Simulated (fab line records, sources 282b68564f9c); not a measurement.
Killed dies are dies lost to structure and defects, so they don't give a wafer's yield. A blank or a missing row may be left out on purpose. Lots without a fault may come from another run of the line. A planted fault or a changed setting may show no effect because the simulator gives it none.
A struck lot beside a sound one | flow rit_cmos | 27 steps out of a route of 202
Sound: wafers L155.4, L155.5, L155.6. Struck: wafers L146.1, L146.2, L146.5. The cause comes at the end.
At each step with rows: each side's tool, then ch and its chambers, then its first start. Under that, the readings that differ: sound wafers | struck wafers | difference of the means | sigmas: that difference in standard deviations of wafers without a fault.
alike: readings whose means differ by less than 2 such deviations, and words and numbers that are the same on both sides. not compared: withheld readings, readings that some wafer has no value for, bounds like >300 that may hide the same value, and numbers for which the record gives no deviation and whose values overlap.
The two part at a step that has a row with sigmas, a row that says differs or no value, or rows on one side only. Numbers that don't overlap but have no deviation are shown without sigmas and don't part them. A reading that every wafer of one side lacks parts them only if that side has two wafers or more.

first, 4 steps without rows for these wafers: RIT_CONTACT_SOFTBAKE_04 (time 60 s); RIT_CONTACT_EXPOSE_05 (exposes mask M11, target cd 1000 nm); RIT_CONTACT_PEB_06; RIT_CONTACT_DEVELOP_07 (develop time 120 s).
RIT_CONTACT_CD_MEAS_08: target cd 1000 nm.
  sound on cd_sem-01, day 7 21:44; struck on cd_sem-02, day 5 23:40
  alike: cd_nm
RIT_CONTACT_OVL_MEAS_09:
  sound on overlay-01, day 7 21:49; struck on overlay-02, day 5 23:47
  alike: CONTACT_OVL
then, 1 step without rows for these wafers: RIT_CONTACT_HARDBAKE_10 (time 60 s).
RIT_CONTACT_ETCH_11: etches SiO2 in CHF3/CF4/Ar, stops on TiSi2, target depth 480 nm, time 320 s.
  sound on rie_diel-04 ch 1,2,3, day 7 21:58; struck on rie_diel-03 ch 0,1, day 6 00:03
  alike: drypump_motor_current_A, oes_product_au, throttle_valve_pct
  not compared: rf_hours_counter_h
RIT_CONTACT_STRIP_12: strips in O2, time 180 s.
  sound on plasma_asher-03 ch 0,1, day 7 22:14; struck on plasma_asher-01 ch 0,1, day 6 00:14
  alike: drypump_motor_current_A, rf_refl_power_W
  not compared: rf_hours_counter_h
RIT_CONTACT_CD_MEAS_90: target cd 1000 nm.
  sound on cd_sem-02, day 7 22:24; struck on cd_sem-01, day 6 00:25
  alike: cd_nm
then, 2 steps without rows for these wafers: RIT_CONTACT_CLEAN_13 (cleans in SC1, time 600 s); RIT_CONTACT_CLEAN_14 (cleans in SC2, time 600 s).
RIT_M1_SPUTTER_00: material Al, target thk 400 nm, time 500 s.
  sound on pvd_sputter-03, day 7 22:49; struck on pvd_sputter-01, day 6 00:53
  no value came back on the struck wafers for cathode_dc_power_W (W), chamber_pressure_pa (Pa), throttle_valve_pct (%); on the sound wafers cathode_dc_power_W (W) reads 1999.5 2000.6 2000.4
RIT_M1_RS_MEAS_01: measures by four-point-probe.
  sound on film_metro-02, day 7 23:10; struck on film_metro-04, day 6 01:11
  reading           | sound                | struck | difference                    | sigmas
  M1_AL_RS (ohm/sq) | 0.0720 0.0739 0.0728 | - - -  | no value on the struck wafers |
RIT_M1_THK_MEAS_02: measures by xrf.
  sound on film_metro-02, day 7 23:16; struck on film_metro-04, day 6 01:18
  reading        | sound       | struck   | difference | sigmas
  M1_AL_THK (nm) | 409 403 405 | <0 <0 <0 | differs    |
then, 6 steps without rows for these wafers: RIT_M1_HMDS_03 (prime time 60 s); RIT_M1_COAT_04 (resist thk 1300 nm); RIT_M1_SOFTBAKE_05 (time 60 s); RIT_M1_EXPOSE_06 (exposes mask M12, target cd 2600 nm); RIT_M1_PEB_07; RIT_M1_DEVELOP_08 (develop time 68 s).
RIT_M1_CD_MEAS_09: target cd 2600 nm.
  sound on cd_sem-01, day 8 00:21; struck on cd_sem-02, day 6 02:14
  alike: cd_nm
RIT_M1_OVL_MEAS_10:
  sound on overlay-02, day 8 00:26; struck on overlay-01, day 6 02:22
  alike: M1_OVL
then, 1 step without rows for these wafers: RIT_M1_HARDBAKE_11 (time 120 s).
RIT_M1_METAL_ETCH_12: etches Al in Cl2/BCl3, stops on SiO2, time 165 s, target depth 600 nm.
  sound on rie_metal-02 ch 0,1, day 8 00:45; struck on rie_metal-02 ch 0,1, day 6 02:39
  reading               | sound             | struck            | difference | sigmas
  oes_product_au (a.u.) | 0.795 0.768 0.799 | 0.336 0.327 0.331 | -0.456     | -35
  alike: drypump_motor_current_A, throttle_valve_pct
  not compared: rf_hours_counter_h
then, 1 step without rows for these wafers: RIT_M1_STRIP_13 (strips in nmp, time 600 s).
RIT_M1_PROBE_99:
  sound on prober-01, day 8 03:17; struck on prober-02, day 6 04:54
  reading                  | sound          | struck         | difference | sigmas
  defect_limited_yield (%) | 95.5 98.5 99.6 | 0 0 0          | -98        | -82
  killed_at_M0_to_M3       | 0 0 0          | 262 263 263    | +263       | +99 or more
  killed_dies              | 12 4 1         | 264 264 264    | +258       | +83
  killed_on_rim            | 5 0 0          | 70 70 70       | +68        | +53
  sort_bin_3_pad_short (%) | 1.1 0 0        | 25.4 22.7 24.6 | +23.9      | +99 or more
  sort_bin_5_function (%)  | 2.3 0.8 0.4    | 73.1 72.3 70.8 | +70.9      | +82
  sort_bin_6_memory (%)    | 1.1 0.8 0      | 1.5 4.9 4.5    | +3.0       | +5
  sort_n_pass              | 252 260 263    | 0 0 0          | -258       | -83
  sort_yield_pct (%)       | 95.5 98.5 99.6 | 0 0 0          | -98        | -82
  alike: killed_at_front_end, killed_open, killed_short

WHERE THEY PART
First at RIT_M1_SPUTTER_00; last, within this record, at RIT_M1_PROBE_99.

WHY: what the simulator had put in
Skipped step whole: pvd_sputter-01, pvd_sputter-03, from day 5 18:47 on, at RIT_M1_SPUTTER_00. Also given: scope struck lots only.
